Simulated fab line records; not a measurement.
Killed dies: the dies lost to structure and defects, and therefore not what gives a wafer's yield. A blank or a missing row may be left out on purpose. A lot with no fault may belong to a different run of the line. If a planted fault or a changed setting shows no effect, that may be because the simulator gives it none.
fab line records -- flow berkeley_cmos170
[record] lots = 14, wafers = 42, last_day = 11
route steps=331 shown V2@307
lots untouched by any fault: they come from a run of this same line in which no faults occurred
start_h: hours from the record's opening day to when the first of the lot's shown wafers began -- wait_h: hours since the lot's step before -- " repeats the value in the row above -- L1.1+2: a row that stands for several wafers -- - no value, or no start was given -- * or withheld: withheld -- < > ~ a bound
route shown NAME@n: a module of which the file shows steps, and the number in the route of the first -- usual: mean/standard deviation taken from wafers without a fault -- same: alike in all rows -- chamber/n: place in a boat -- sites: each site's reading -- _std_site: how widely they spread, as a standard deviation -- _edge_site: the outer-site mean with the inner-site mean subtracted -- radius_mm: how far each site lies from the wafer's centre -- mask NAME#n: copy n -- behind: the last tool/chamber to shape the wafer -- hold: the reason the lot was held/the length of the hold in hours/how it ended -- device: whichever transistor did not switch (one of n, p or np) -- end of line: tests of these same wafers at the route's end -- a step with no rows: only its recipe -- killed: count of dies lost to structure and defects at first sort (not the wafer's yield) -- map: the dies of a wafer, with x for killed, . for not killed, _ for no die there
set.NAME: the run value of the setting; set.NAME@STEP: its run value at that earlier step -- model.NAME: the simulator's own value behind a step, which no gauge read
a sample of lots followed through the steps of the route, with each step as a table and each wafer as a row
services: when a tool's chamber went out of use (start_h, in hours from the record's first day, below 0 if earlier), for how many hours, and the reason
[[steps]]
[step UCB170_V2_STRIP_15]
[recipe] chemistry = O2, power_w = 400, pressure_mtorr = 3500, platen_temp_c = withheld, o2_flow_sccm = 400, overash_fraction = 0.5
[usual] chamber_pressure_mTorr = 3500/3.2, drypump_motor_current_A = 5.7/0.35, oes_product_au = 0.721/0.0046, overash_fraction = 0.5/0, strip_time_to_endpoint_s = 15.30/0.089
lot.wafer,tool,chamber,start_h,wait_h,chamber_pressure_mTorr,drypump_motor_current_A,oes_product_au,overash_fraction,rf_hours_counter_h,strip_time_to_endpoint_s
L552.1,plasma_asher-04,1,168.71,0.1,3502,5.7,0.721,0.5,31,15.37
L552.2,plasma_asher-04,0,168.71,0.1,3504,5.8,0.720,0.5,31,15.12
L552.5,plasma_asher-04,1,168.71,0.1,3500,5.7,0.728,0.5,-,15.17
L553.1,plasma_asher-04,0,178.52,0.1,3500,5.8,0.706,0.5,32,15.19
L553.3,plasma_asher-04,1,178.52,0.1,3493,5.7,0.725,0.5,-,15.27
L553.5,plasma_asher-04,1,178.52,0.1,3496,5.6,0.719,0.5,-,15.25
L555.2,plasma_asher-02,1,188.53,0.1,3501,5.3,0.720,0.5,51,15.44
L555.3,plasma_asher-02,1,188.53,0.1,3499,5.3,0.718,0.5,-,15.22
L555.5,plasma_asher-02,1,188.53,0.1,3500,5.3,0.723,0.5,-,15.34
L558.3,plasma_asher-03,0,188.84,0.1,3505,6.4,0.718,0.5,-,15.35
L558.4,plasma_asher-03,1,188.84,0.1,3499,5.3,0.716,0.5,-,15.23
L558.5,plasma_asher-03,0,188.84,0.1,3498,6.4,0.731,0.5,-,15.38
L554.2,plasma_asher-02,1,189.08,0.1,3495,5.3,0.727,0.5,51,15.20
L554.5,plasma_asher-02,1,189.08,0.1,3505,5.3,0.723,0.5,-,15.18
L554.6,plasma_asher-02,0,189.08,0.1,3500,5.6,0.722,0.5,-,15.31
L557.2,plasma_asher-03,0,189.32,0.1,3501,6.4,0.725,0.5,51,15.31
L557.5,plasma_asher-03,1,189.32,0.1,3498,5.2,0.721,0.5,-,15.35
L557.6,plasma_asher-03,0,189.32,0.1,3499,6.5,0.716,0.5,-,15.36
L556.1,plasma_asher-02,0,189.59,0.1,3499,5.7,0.728,0.5,52,15.31
L556.3,plasma_asher-02,0,189.59,0.1,3505,5.7,0.717,0.5,-,15.33
L556.6,plasma_asher-02,1,189.59,0.1,3506,5.3,0.727,0.5,-,15.31
L560.2,plasma_asher-04,0,210.56,0.1,3503,5.8,0.728,0.5,36,15.23
L560.4,plasma_asher-04,0,210.56,0.1,3501,5.8,0.725,0.5,-,15.42
L560.5,plasma_asher-04,0,210.56,0.1,3495,5.8,0.727,0.5,-,15.29
L559.1,plasma_asher-04,0,210.84,0.1,3503,5.8,0.720,0.5,36,15.14
L559.4,plasma_asher-04,0,210.84,0.1,3504,5.7,0.724,0.5,-,15.18
L559.5,plasma_asher-04,0,210.84,0.1,3505,5.8,0.722,0.5,-,15.15
L563.1,plasma_asher-02,0,217.99,0.1,3501,5.7,0.718,0.5,55,15.30
L563.4,plasma_asher-02,0,217.99,0.1,3500,5.7,0.716,0.5,-,15.27
L563.6,plasma_asher-02,1,217.99,0.1,3501,5.3,0.721,0.5,-,15.30
L565.1,plasma_asher-03,1,227.31,0.1,-,-,-,-,-,-
L565.2,plasma_asher-03,0,227.31,0.1,-,-,-,-,-,-
L565.6,plasma_asher-03,0,227.31,0.1,-,-,-,-,-,-
L564.1,plasma_asher-02,0,228.01,0.1,-,-,-,-,-,-
L564.2,plasma_asher-02,1,228.01,0.1,-,-,-,-,-,-
L564.3,plasma_asher-02,1,228.01,0.1,-,-,-,-,-,-
L568.1,plasma_asher-03,0,250.02,0.1,3497,6.4,0.717,0.5,58,15.32
L568.2,plasma_asher-03,1,250.02,0.1,3504,5.3,0.728,0.5,58,15.29
L568.6,plasma_asher-03,1,250.02,0.1,3499,5.3,0.722,0.5,-,15.23
L574.1,plasma_asher-02,1,265.20,0.1,3495,5.3,0.721,0.5,60,15.21
L574.2,plasma_asher-02,0,265.20,0.1,3501,5.6,0.719,0.5,60,15.25
L574.5,plasma_asher-02,1,265.20,0.1,3503,5.3,0.727,0.5,-,15.25
[[services]]
tool,chamber,start_h,hours,kind
plasma_asher-04,-,179.09,1.3,repair
plasma_asher-04,-,187.54,2.3,repair
[[key]]
[first_sign] step = UCB170_V2_STRIP_15, reading = tool_record, direction = missing
effect none on later readings
met_at UCB170_V2_STRIP_15
struck_lots L564,L565
later_rows_left_out L564.1,L564.2,L564.3,L565.1,L565.2,L565.6
sort_left_out L564.1,L564.2,L564.3,L565.1,L565.2,L565.6
onset_between 217.99 227.31
[fault] kind = skipped_step_whole, tool = plasma_asher-02,plasma_asher-03, chamber = -, onset_h = 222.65, steps = UCB170_V2_STRIP_15, scope = struck_lots_only
// sort_left_out: the simulated sort isn't trusted on such a fault, so these wafers' sort isn't shown, and their yield isn't known
// later_rows_left_out: the simulator's readings of these wafers behind a module that went badly wrong aren't trusted and aren't shown, but for the sort
